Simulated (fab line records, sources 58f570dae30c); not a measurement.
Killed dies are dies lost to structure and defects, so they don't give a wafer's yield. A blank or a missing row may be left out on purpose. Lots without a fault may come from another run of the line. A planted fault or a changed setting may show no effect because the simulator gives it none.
One fault seen from 2 desks | flow berkeley_cmos170 | each desk has only its own numbers; what lay behind them comes last

THE TOOL OWNER'S DESK: wet_bench-02
The tool's own readings at UCB170_PSD_CLEAN_11 (cleans in SPM, time 600 s): means of the sampled wafers that have a number, for each lot that ran on this tool. A lot is out of limits, marked OUT, if its mean lies more than 4 standard deviations from the usual mean; the brackets give that distance.
Columns: A = bath_guard_temp_C at UCB170_PSD_CLEAN_11, usual 119.7 C
lot  | first seen here | A
L251 | day 8 23:25     | 119.6
L256 | day 10 02:37    | 119.5
L260 | day 10 07:19    | 119.5
L259 | day 10 07:35    | 119.6
L264 | day 11 13:51    | 119.2
This desk's finding: nothing out of limits on any of the 5 lots.

THE METROLOGY DESK
What the gauges read, lot by lot, whatever tool the lot ran on: means of the sampled wafers that have a number. A lot is out of limits, marked OUT, if its mean lies more than 4 standard deviations from the usual mean; the brackets give that distance.
Columns: A = cd_nm at UCB170_M3_CD_MEAS_15, usual 699.9 nm; B = cd_nm at UCB170_M3_CD_MEAS_90, usual 699.9 nm
lot  | first seen here | A     | B
L242 | day 8 08:00     | 700.9 | 705.0
L244 | day 8 08:43     | 699.1 | 698.0
L247 | day 8 16:37     | 699.5 | 699.5
L245 | day 8 17:24     | 699.6 | 702.2
L246 | day 8 17:30     | 697.5 | 696.9
L249 | day 9 11:58     | 700.2 | 698.1
L251 | day 10 03:49    | 702.4 | 700.6
L253 | day 10 13:08    | 698.7 | 698.7
L260 | day 11 09:13    | 698.7 | 700.3
L256 | day 11 09:29    | 698.5 | 699.9
L259 | day 11 09:38    | 700.0 | 698.5
L264 | day 12 16:17    | 701.5 | 702.0
L265 | day 13 06:43    | 701.4 | 701.3
This desk's finding: nothing out of limits on any of the 13 lots.

PUT TOGETHER
The tool owner's desk saw nothing out of limits.
The metrology desk saw nothing out of limits.

WHAT THE SIMULATOR HAD PUT IN
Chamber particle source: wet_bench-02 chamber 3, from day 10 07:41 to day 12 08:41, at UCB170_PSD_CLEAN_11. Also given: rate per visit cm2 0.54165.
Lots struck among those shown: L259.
